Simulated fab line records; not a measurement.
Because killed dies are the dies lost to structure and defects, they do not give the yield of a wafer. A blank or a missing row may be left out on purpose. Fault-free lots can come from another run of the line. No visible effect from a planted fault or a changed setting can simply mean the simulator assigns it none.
fab line records	flow berkeleyCmos170
record: lots: 5	wafers: 23
route steps=331 shown NSD@195 SDANNEAL@205 SILICIDE@211 M1@238 V1@268 M2@272
startH: hours from the record's first day to the start of the lot's first wafer shown	waitH: how many hours have passed since the lot's step before this one	" as in the row above	L1.1+2: several wafers, shown together as one row	- value missing, or start not given	* or withheld: withheld	< > ~ a bound
route shown NAME@n: NAME is a module with steps in the file, n the number in the route of the first one	usual: mean and standard deviation over wafers with no fault	same: alike in all rows	chamber/n: place in a boat	sites: each site's reading	_std_site: standard deviation of those values	_edge_site: the outer-site mean with the inner-site mean subtracted	radiusMm: for every site, how far away it sits from the centre of the wafer	mask NAME#n: copy n	behind: the most recent tool/chamber to have shaped the wafer	hold: cause of the lot's hold/its duration in hours/its outcome	device: names the non-switching transistor (n, p or np)	end of line: the tests these same wafers got at the end of their route	step lacking rows: just its recipe	killed: at the first sort, the dies lost to defects and structure; wafer yield is something else	map: the dies of a wafer, with x for killed, . for not killed, _ for no die there
set.NAME: the run value of the setting; set.NAME@STEP: its run value at that earlier step	model.NAME: the simulator's own value behind a step, which no gauge read
lots run with intentionally changed settings; tables by step, rows by wafer
== steps ==
step: UCB170_NSD_IMPLANT_08
recipe: species: P	doseCm2: 3e+15	energyKev: 40	tiltDeg: 7
lot.wafer	tool	chamber	startH	waitH	set.doseCm2
L075.1+3	implanter-01	0	186.82	0.0	2.805e+15
L075.2+5+6	"	0	"	"	3e+15
L077.2+5	implanter-01	0	200.13	0.0	3.148e+15
L077.3+4+6	"	0	"	"	3e+15
L076.1+3+4+5+6	implanter-01	0	200.42	0.0	3e+15
L079.1+5	implanter-03	0	200.55	0.0	3e+15
L079.2+3+6	"	0	"	"	3.188e+15
L084.1+3+6	implanter-01	0	229.22	0.0	3e+15
step: UCB170_NSD_STRIP_09
recipe: chemistry: O2	powerW: 400	pressureMtorr: 3500	platenTempC: withheld	o2FlowSccm: 400	overashFraction: 0.5
usual: stripTimeToEndpointS: 35.85/0.069
lot.wafer	tool	chamber	startH	waitH	set.doseCm2@NSD_IMPLANT_08	stripTimeToEndpointS
L075.1	plasmaAsher-04	1	186.97	0.1	2.805e+15	35.22
L075.2	"	0	"	"	3e+15	35.78
L075.3	"	0	"	"	2.805e+15	35.14
L075.5	"	1	"	"	3e+15	35.84
L075.6	"	0	"	"	3e+15	35.82
L077.2	plasmaAsher-01	0	200.25	0.1	3.148e+15	36.21
L077.3	"	1	"	"	3e+15	35.74
L077.4	"	0	"	"	3e+15	35.79
L077.5	"	0	"	"	3.148e+15	36.27
L077.6	"	1	"	"	3e+15	35.76
L076.1	plasmaAsher-03	1	200.57	0.1	3e+15	35.86
L076.3	"	1	"	"	3e+15	35.77
L076.4	"	0	"	"	3e+15	35.77
L076.5	"	1	"	"	3e+15	35.81
L076.6	"	0	"	"	3e+15	35.83
L079.1	plasmaAsher-01	1	200.70	0.1	3e+15	35.94
L079.2	"	0	"	"	3.188e+15	36.57
L079.3	"	1	"	"	3.188e+15	36.55
L079.5	"	1	"	"	3e+15	35.94
L079.6	"	0	"	"	3.188e+15	36.48
L084.1	plasmaAsher-03	0	229.37	0.1	3e+15	35.83
L084.3	"	1	"	"	3e+15	35.84
L084.6	"	0	"	"	3e+15	35.86
step: UCB170_NSD_CLEAN_11
recipe: chemistry: SPM	tempC: 120	timeS: 600
step: UCB170_SDANNEAL_RTA_01
recipe: tempC: 1050	timeS: 5	ambient: N2
step: UCB170_SDANNEAL_RS_MEAS_03
recipe: thkMeasGauge: four-point-probe
usual: NSD_RS: 37.27/0.09
lot.wafer	tool	chamber	startH	waitH	set.doseCm2@NSD_IMPLANT_08	NSD_RS[ohm/sq]
L075.1	filmMetro-01	-	188.55	0.1	2.805e+15	38.46
L075.2	"	-	"	"	3e+15	37.31
L075.3	"	-	"	"	2.805e+15	38.55
L075.5	"	-	"	"	3e+15	37.26
L075.6	"	-	"	"	3e+15	37.19
L077.2	filmMetro-03	-	201.83	0.1	3.148e+15	36.50
L077.3	"	-	"	"	3e+15	37.37
L077.4	"	-	"	"	3e+15	37.19
L077.5	"	-	"	"	3.148e+15	36.51
L077.6	"	-	"	"	3e+15	37.22
L076.1	filmMetro-01	-	202.04	0.1	3e+15	37.34
L076.3	"	-	"	"	3e+15	37.28
L076.4	"	-	"	"	3e+15	37.34
L076.5	"	-	"	"	3e+15	37.20
L076.6	"	-	"	"	3e+15	37.32
L079.1	filmMetro-03	-	202.41	0.1	3e+15	37.37
L079.2	"	-	"	"	3.188e+15	36.44
L079.3	"	-	"	"	3.188e+15	36.42
L079.5	"	-	"	"	3e+15	37.46
L079.6	"	-	"	"	3.188e+15	36.45
L084.1	filmMetro-02	-	230.89	0.1	3e+15	37.36
L084.3	"	-	"	"	3e+15	37.23
L084.6	"	-	"	"	3e+15	37.32
step: UCB170_SILICIDE_SPUTTER_01
recipe: material: Ti	targetThkNm: 30	timeS: 25	powerW: 1500	chamberPressurePa: 0.5
lot.wafer	tool	chamber	startH	waitH	set.powerW	model.Ti_of_SILICIDE_SPUTTER_01.thkNm
L075.1	pvdSputter-01	-	188.98	0.0	1500	30.12
L075.2	"	-	"	"	1500	29.65
L075.3	"	-	"	"	1500	30.16
L075.5	"	-	"	"	1500	29.87
L075.6	"	-	"	"	1500	29.82
L077.2	pvdSputter-03	-	202.23	0.0	1404	27.14
L077.3	"	-	"	"	1500	29.53
L077.4	"	-	"	"	1404	27.32
L077.5	"	-	"	"	1404	27.67
L077.6	"	-	"	"	1500	29.28
L076.1	pvdSputter-04	-	202.47	0.0	1500	30.36
L076.3	"	-	"	"	1500	30.06
L076.4	"	-	"	"	1500	30.25
L076.5	"	-	"	"	1500	29.8
L076.6	"	-	"	"	1500	30.3
L079.1	pvdSputter-03	-	202.83	0.0	1500	29.46
L079.2	"	-	"	"	1346	26.95
L079.3	"	-	"	"	1346	27.08
L079.5	"	-	"	"	1500	29.61
L079.6	"	-	"	"	1500	30.05
L084.1	pvdSputter-01	-	231.32	0.0	1500	29.29
L084.3	"	-	"	"	1500	29.06
L084.6	"	-	"	"	1500	29.5
step: UCB170_SILICIDE_RS_MEAS_02
recipe: thkMeasGauge: four-point-probe	reads: Ti_of_SILICIDE_SPUTTER_01
usual: SILICIDE_TI_RS: 26.4/0.46
lot.wafer	tool	chamber	startH	waitH	set.powerW@SILICIDE_SPUTTER_01	SILICIDE_TI_RS[ohm/sq]
L075.1	filmMetro-01	-	189.01	0.0	1500	25.9
L075.2	"	-	"	"	1500	26.4
L075.3	"	-	"	"	1500	25.9
L075.5	"	-	"	"	1500	26.2
L075.6	"	-	"	"	1500	26.3
L077.2	filmMetro-04	-	202.42	0.2	1404	29.6
L077.3	"	-	"	"	1500	26.8
L077.4	"	-	"	"	1404	29.3
L077.5	"	-	"	"	1404	28.9
L077.6	"	-	"	"	1500	27.1
L076.1	filmMetro-02	-	202.50	0.0	1500	25.7
L076.3	"	-	"	"	1500	26.0
L076.4	"	-	"	"	1500	25.9
L076.5	"	-	"	"	1500	26.4
L076.6	"	-	"	"	1500	25.8
L079.1	filmMetro-01	-	202.86	0.0	1500	26.6
L079.2	"	-	"	"	1346	29.6
L079.3	"	-	"	"	1346	29.4
L079.5	"	-	"	"	1500	26.5
L079.6	"	-	"	"	1500	26.1
L084.1	filmMetro-02	-	231.35	0.0	1500	26.8
L084.3	"	-	"	"	1500	27.1
L084.6	"	-	"	"	1500	26.7
step: UCB170_SILICIDE_THK_MEAS_03
recipe: thkMeasGauge: xrf	reads: Ti_of_SILICIDE_SPUTTER_01
usual: SILICIDE_TI_THK: 30.1/0.46
lot.wafer	tool	chamber	startH	waitH	set.powerW@SILICIDE_SPUTTER_01	SILICIDE_TI_THK[nm]
L075.1	filmMetro-01	-	189.13	0.1	1500	30.6
L075.2	"	-	"	"	1500	30.1
L075.3	"	-	"	"	1500	30.7
L075.5	"	-	"	"	1500	30.4
L075.6	"	-	"	"	1500	30.3
L077.2	filmMetro-04	-	202.53	0.1	1404	27.1
L077.3	"	-	"	"	1500	29.7
L077.4	"	-	"	"	1404	27.4
L077.5	"	-	"	"	1404	27.7
L077.6	"	-	"	"	1500	29.5
L076.1	filmMetro-02	-	202.62	0.1	1500	30.5
L076.3	"	-	"	"	1500	30.3
L076.4	"	-	"	"	1500	30.3
L076.5	"	-	"	"	1500	30.1
L076.6	"	-	"	"	1500	30.5
L079.1	filmMetro-01	-	202.98	0.1	1500	29.8
L079.2	"	-	"	"	1346	27.4
L079.3	"	-	"	"	1346	27.6
L079.5	"	-	"	"	1500	30.1
L079.6	"	-	"	"	1500	30.7
L084.1	filmMetro-02	-	231.47	0.1	1500	29.5
L084.3	"	-	"	"	1500	29.2
L084.6	"	-	"	"	1500	29.8
step: UCB170_M1_SPUTTER_00
recipe: material: Al	targetThkNm: 600	timeS: 80	powerW: 6000	chamberPressurePa: 0.5
lot.wafer	tool	chamber	startH	waitH	set.powerW	model.Al_of_M1_SPUTTER_00.thkNm
L075.1	pvdSputter-04	-	198.53	0.0	5481	543.9
L075.2	"	-	"	"	6000	602.9
L075.3	"	-	"	"	6000	605.5
L075.5	"	-	"	"	5481	553.9
L075.6	"	-	"	"	6000	604.6
L077.2	pvdSputter-04	-	207.06	0.0	6000	595.7
L077.3	"	-	"	"	6593	656.2
L077.4	"	-	"	"	6593	656.9
L077.5	"	-	"	"	6000	602.3
L077.6	"	-	"	"	6000	594.9
L076.1	pvdSputter-02	-	208.86	0.0	6665	656.6
L076.3	"	-	"	"	6000	587.6
L076.4	"	-	"	"	6000	590.9
L076.5	"	-	"	"	6665	656.8
L076.6	"	-	"	"	6000	603.8
L079.1	pvdSputter-04	-	209.12	0.0	6000	604.4
L079.2	"	-	"	"	6000	611
L079.3	"	-	"	"	6000	610.7
L079.5	"	-	"	"	6255	634.3
L079.6	"	-	"	"	6255	630.5
L084.1	pvdSputter-02	-	237.01	0.0	6000	591.9
L084.3	"	-	"	"	6000	603.2
L084.6	"	-	"	"	6000	600.1
step: UCB170_M1_RS_MEAS_01
recipe: thkMeasGauge: four-point-probe	reads: Al_of_M1_SPUTTER_00
usual: M1_AL_RS: 0.0486/0.00058
lot.wafer	tool	chamber	startH	waitH	set.powerW@M1_SPUTTER_00	M1_AL_RS[ohm/sq]
L075.1	filmMetro-03	-	198.59	0.0	5481	0.0538
L075.2	"	-	"	"	6000	0.0484
L075.3	"	-	"	"	6000	0.0482
L075.5	"	-	"	"	5481	0.0528
L075.6	"	-	"	"	6000	0.0483
L077.2	filmMetro-01	-	207.14	0.1	6000	0.0490
L077.3	"	-	"	"	6593	0.0442
L077.4	"	-	"	"	6593	0.0443
L077.5	"	-	"	"	6000	0.0483
L077.6	"	-	"	"	6000	0.0488
L076.1	filmMetro-03	-	208.92	0.0	6665	0.0444
L076.3	"	-	"	"	6000	0.0497
L076.4	"	-	"	"	6000	0.0494
L076.5	"	-	"	"	6665	0.0443
L076.6	"	-	"	"	6000	0.0483
L079.1	filmMetro-01	-	209.18	0.0	6000	0.0481
L079.2	"	-	"	"	6000	0.0477
L079.3	"	-	"	"	6000	0.0477
L079.5	"	-	"	"	6255	0.0458
L079.6	"	-	"	"	6255	0.0461
L084.1	filmMetro-01	-	237.07	0.0	6000	0.0491
L084.3	"	-	"	"	6000	0.0482
L084.6	"	-	"	"	6000	0.0484
step: UCB170_M1_THK_MEAS_02
recipe: thkMeasGauge: xrf	reads: Al_of_M1_SPUTTER_00
usual: M1_AL_THK: 612/8.2
lot.wafer	tool	chamber	startH	waitH	set.powerW@M1_SPUTTER_00	M1_AL_THK[nm]
L075.1	filmMetro-03	-	198.71	0.1	5481	555
L075.2	"	-	"	"	6000	613
L075.3	"	-	"	"	6000	616
L075.5	"	-	"	"	5481	561
L075.6	"	-	"	"	6000	614
L077.2	filmMetro-01	-	207.25	0.1	6000	613
L077.3	"	-	"	"	6593	674
L077.4	"	-	"	"	6593	678
L077.5	"	-	"	"	6000	617
L077.6	"	-	"	"	6000	609
L076.1	filmMetro-03	-	209.04	0.1	6665	666
L076.3	"	-	"	"	6000	593
L076.4	"	-	"	"	6000	599
L076.5	"	-	"	"	6665	667
L076.6	"	-	"	"	6000	612
L079.1	filmMetro-01	-	209.30	0.1	6000	622
L079.2	"	-	"	"	6000	627
L079.3	"	-	"	"	6000	625
L079.5	"	-	"	"	6255	651
L079.6	"	-	"	"	6255	650
L084.1	filmMetro-01	-	237.19	0.1	6000	609
L084.3	"	-	"	"	6000	620
L084.6	"	-	"	"	6000	620
step: UCB170_M1_METAL_ETCH_12
recipe: chemistry: Cl2/BCl3	target: Al	stopOn: PSG	pressureMtorr: 12	targetDepthA: 7800	overEtchFrac: 0.3	timeS: 130	icpW: 600	biasW: 120	Cl2_flow_sccm: 90	bcl3FlowSccm: 45
lot.wafer	tool	chamber	startH	waitH	set.timeS	model.KrF_of_M1_COAT_04.thkNm
L075.1	rieMetal-01	0	199.81	-	113	-
L075.2	"	1	"	"	130	440.2
L075.3	"	0	"	"	113	483.5
L075.5	"	1	"	"	130	-
L075.6	"	0	"	"	113	483.2
L077.2	rieMetal-04	0	208.83	-	130	431.8
L077.3+4	"	0,1	"	"	130	-
L077.5	"	1	"	"	130	448.1
L077.6	"	0	"	"	130	430
L076.1	rieMetal-03	1	210.14	-	116.4	-
L076.3	"	1	"	"	116.4	478.7
L076.4	"	1	"	"	130	429.6
L076.5	"	1	"	"	130	-
L076.6	"	1	"	"	130	431.8
L079.1	rieMetal-04	1	210.41	-	130	442.4
L079.2	"	0	"	"	141.8	393.3
L079.3	"	0	"	"	141.8	393.7
L079.5	"	1	"	"	141.8	403.6
L079.6	"	0	"	"	130	433.7
L084.1	rieMetal-04	1	238.52	-	130	449.7
L084.3	"	0	"	"	130	436.3
L084.6	"	0	"	"	130	434.8
step: UCB170_V1_ETCH_14
recipe: chemistry: CHF3/CF4/Ar	target: SiO2	stopOn: Al	CHF3_flow_sccm: 45	cf4FlowSccm: 15	Ar_flow_sccm: 150	pressureMtorr: 200	rfW: 700	targetDepthA: 12500	overEtchFrac: 0.25	timeS: 291
lot.wafer	tool	chamber	startH	waitH	set.timeS	model.KrF_of_V1_COAT_07.thkNm
L075.1	rieDiel-04	2	203.68	0.0	317.8	589.4
L075.2	"	1	"	"	317.8	580.5
L075.3	"	0	"	"	291	612.3
L075.5	"	1	"	"	317.8	576.7
L075.6	"	0	"	"	291	608.7
L077.2	rieDiel-04	1	212.80	0.0	291	611.7
L077.3	"	3	"	"	312.5	590.2
L077.4	"	2	"	"	312.5	592.8
L077.5	"	1	"	"	291	606.7
L077.6	"	2	"	"	312.5	596.7
L079.1	rieDiel-03	3	215.60	0.0	316.5	588
L079.2	"	1	"	"	316.5	601.2
L079.3	"	0	"	"	291	620.4
L079.5	"	0	"	"	291	621.8
L079.6	"	1	"	"	291	623.4
L076.1	rieDiel-04	3	215.88	0.0	315.2	586.8
L076.3	"	0	"	"	291	614.6
L076.4	"	2	"	"	315.2	594.4
L076.5	"	2	"	"	315.2	593.7
L076.6	"	3	"	"	291	612.5
L084.1	rieDiel-03	0	242.75	0.0	291	613.3
L084.3	"	3	"	"	291	609.1
L084.6	"	2	"	"	291	614
step: UCB170_V1_STRIP_15
recipe: chemistry: O2	powerW: 400	pressureMtorr: 3500	platenTempC: withheld	o2FlowSccm: 400	overashFraction: 0.5
usual: stripTimeToEndpointS: 15.38/0.12
lot.wafer	tool	chamber	startH	waitH	set.timeS@V1_ETCH_14	stripTimeToEndpointS
L075.1	plasmaAsher-04	0	203.86	0.1	317.8	14.83
L075.2	"	1	"	"	317.8	14.62
L075.3	"	1	"	"	291	15.36
L075.5	"	0	"	"	317.8	14.51
L075.6	"	1	"	"	291	15.27
L077.2	plasmaAsher-03	1	212.98	0.1	291	15.36
L077.3	"	1	"	"	312.5	14.84
L077.4	"	0	"	"	312.5	14.92
L077.5	"	0	"	"	291	15.24
L077.6	"	1	"	"	312.5	14.98
L079.1	plasmaAsher-03	1	215.78	0.1	316.5	14.78
L079.2	"	0	"	"	316.5	15.10
L079.3	"	0	"	"	291	15.54
L079.5	"	0	"	"	291	15.60
L079.6	"	1	"	"	291	15.62
L076.1	plasmaAsher-04	0	216.06	0.1	315.2	14.76
L076.3	"	1	"	"	291	15.42
L076.4	"	0	"	"	315.2	14.95
L076.5	"	0	"	"	315.2	14.91
L076.6	"	1	"	"	291	15.37
L084.1	plasmaAsher-04	1	242.93	0.1	291	15.39
L084.3	"	1	"	"	291	15.28
L084.6	"	1	"	"	291	15.38
step: UCB170_M2_SPUTTER_01
recipe: material: Al	targetThkNm: 900	timeS: 120	powerW: 6000	chamberPressurePa: 0.5
lot.wafer	tool	chamber	startH	waitH	set.powerW	model.Al_of_M2_SPUTTER_01.thkNm
L075.1	pvdSputter-02	-	204.15	0.0	5528	823.8
L075.2	"	-	"	"	5528	817.7
L075.3	"	-	"	"	5528	836
L075.5	"	-	"	"	6000	893.6
L075.6	"	-	"	"	6000	888.9
L077.2	pvdSputter-03	-	213.27	0.0	6424	946.3
L077.3	"	-	"	"	6424	956.4
L077.4	"	-	"	"	6000	891.9
L077.5	"	-	"	"	6000	896.2
L077.6	"	-	"	"	6000	883.2
L079.1	pvdSputter-01	-	216.07	0.0	5794	854.3
L079.2	"	-	"	"	5794	854.7
L079.3	"	-	"	"	6000	892.6
L079.5	"	-	"	"	5794	853.8
L079.6	"	-	"	"	6000	890
L076.1	pvdSputter-03	-	216.34	0.0	6708	998.2
L076.3	"	-	"	"	6708	996.8
L076.4	"	-	"	"	6000	896
L076.5	"	-	"	"	6000	889.2
L076.6	"	-	"	"	6708	997.5
L084.1	pvdSputter-02	-	243.22	0.0	6000	919.4
L084.3	"	-	"	"	6000	905.8
L084.6	"	-	"	"	6000	910.1
step: UCB170_M2_RS_MEAS_02
recipe: thkMeasGauge: four-point-probe	reads: Al_of_M2_SPUTTER_01
usual: M2_AL_RS: 0.0322/0.00039
lot.wafer	tool	chamber	startH	waitH	set.powerW@M2_SPUTTER_01	M2_AL_RS[ohm/sq]
L075.1	filmMetro-01	-	204.23	0.0	5528	0.0351
L075.2	"	-	"	"	5528	0.0354
L075.3	"	-	"	"	5528	0.0346
L075.5	"	-	"	"	6000	0.0324
L075.6	"	-	"	"	6000	0.0325
L077.2	filmMetro-02	-	213.37	0.1	6424	0.0306
L077.3	"	-	"	"	6424	0.0302
L077.4	"	-	"	"	6000	0.0324
L077.5	"	-	"	"	6000	0.0323
L077.6	"	-	"	"	6000	0.0327
L079.1	filmMetro-04	-	216.15	0.0	5794	0.0340
L079.2	"	-	"	"	5794	0.0340
L079.3	"	-	"	"	6000	0.0325
L079.5	"	-	"	"	5794	0.0339
L079.6	"	-	"	"	6000	0.0325
L076.1	filmMetro-01	-	216.43	0.0	6708	0.0289
L076.3	"	-	"	"	6708	0.0289
L076.4	"	-	"	"	6000	0.0323
L076.5	"	-	"	"	6000	0.0325
L076.6	"	-	"	"	6708	0.0290
L084.1	filmMetro-01	-	243.30	0.0	6000	0.0314
L084.3	"	-	"	"	6000	0.0319
L084.6	"	-	"	"	6000	0.0317
step: UCB170_M2_THK_MEAS_03
recipe: thkMeasGauge: xrf	reads: Al_of_M2_SPUTTER_01
usual: M2_AL_THK: 918/13
lot.wafer	tool	chamber	startH	waitH	set.powerW@M2_SPUTTER_01	M2_AL_THK[nm]
L075.1	filmMetro-01	-	204.35	0.1	5528	845
L075.2	"	-	"	"	5528	843
L075.3	"	-	"	"	5528	861
L075.5	"	-	"	"	6000	922
L075.6	"	-	"	"	6000	911
L077.2	filmMetro-02	-	213.48	0.1	6424	966
L077.3	"	-	"	"	6424	979
L077.4	"	-	"	"	6000	902
L077.5	"	-	"	"	6000	911
L077.6	"	-	"	"	6000	895
L079.1	filmMetro-04	-	216.27	0.1	5794	865
L079.2	"	-	"	"	5794	870
L079.3	"	-	"	"	6000	905
L079.5	"	-	"	"	5794	867
L079.6	"	-	"	"	6000	905
L076.1	filmMetro-01	-	216.55	0.1	6708	1028
L076.3	"	-	"	"	6708	1030
L076.4	"	-	"	"	6000	922
L076.5	"	-	"	"	6000	914
L076.6	"	-	"	"	6708	1024
L084.1	filmMetro-01	-	243.42	0.1	6000	943
L084.3	"	-	"	"	6000	932
L084.6	"	-	"	"	6000	939
== key ==
split: step: UCB170_NSD_IMPLANT_08	setting: doseCm2	stated: 3e+15	by: wafer
response: step: UCB170_NSD_STRIP_09	reading: stripTimeToEndpointS	change: *	per: 1%	r: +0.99
response: step: UCB170_SDANNEAL_RS_MEAS_03	reading: NSD_RS	change: -0.17	per: 1%	r: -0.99
split: step: UCB170_SILICIDE_SPUTTER_01	setting: powerW	stated: 1500	by: wafer
response: step: UCB170_SILICIDE_SPUTTER_01	reading: model.Ti_of_SILICIDE_SPUTTER_01.thkNm	change: +0.278	per: 1%	r: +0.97
response: step: UCB170_SILICIDE_RS_MEAS_02	reading: SILICIDE_TI_RS	change: -0.321	per: 1%	r: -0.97
response: step: UCB170_SILICIDE_THK_MEAS_03	reading: SILICIDE_TI_THK	change: +0.284	per: 1%	r: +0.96
split: step: UCB170_M1_SPUTTER_00	setting: powerW	stated: 6000	by: wafer
response: step: UCB170_M1_SPUTTER_00	reading: model.Al_of_M1_SPUTTER_00.thkNm	change: +5.92	per: 1%	r: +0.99
response: step: UCB170_M1_RS_MEAS_01	reading: M1_AL_RS	change: -0.000472	per: 1%	r: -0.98
response: step: UCB170_M1_THK_MEAS_02	reading: M1_AL_THK	change: +6.19	per: 1%	r: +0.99
split: step: UCB170_M1_METAL_ETCH_12	setting: timeS	stated: 130	by: wafer
response: step: UCB170_M1_METAL_ETCH_12	reading: model.KrF_of_M1_COAT_04.thkNm	change: -4.06	per: 1%	r: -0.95
split: step: UCB170_V1_ETCH_14	setting: timeS	stated: 291	by: wafer
response: step: UCB170_V1_ETCH_14	reading: model.KrF_of_V1_COAT_07.thkNm	change: -2.8	per: 1%	r: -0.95
response: step: UCB170_V1_STRIP_15	reading: stripTimeToEndpointS	change: *	per: 1%	r: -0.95
split: step: UCB170_M2_SPUTTER_01	setting: powerW	stated: 6000	by: wafer
response: step: UCB170_M2_SPUTTER_01	reading: model.Al_of_M2_SPUTTER_01.thkNm	change: +8.79	per: 1%	r: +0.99
response: step: UCB170_M2_RS_MEAS_02	reading: M2_AL_RS	change: -0.000306	per: 1%	r: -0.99
response: step: UCB170_M2_THK_MEAS_03	reading: M2_AL_THK	change: +9.28	per: 1%	r: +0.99
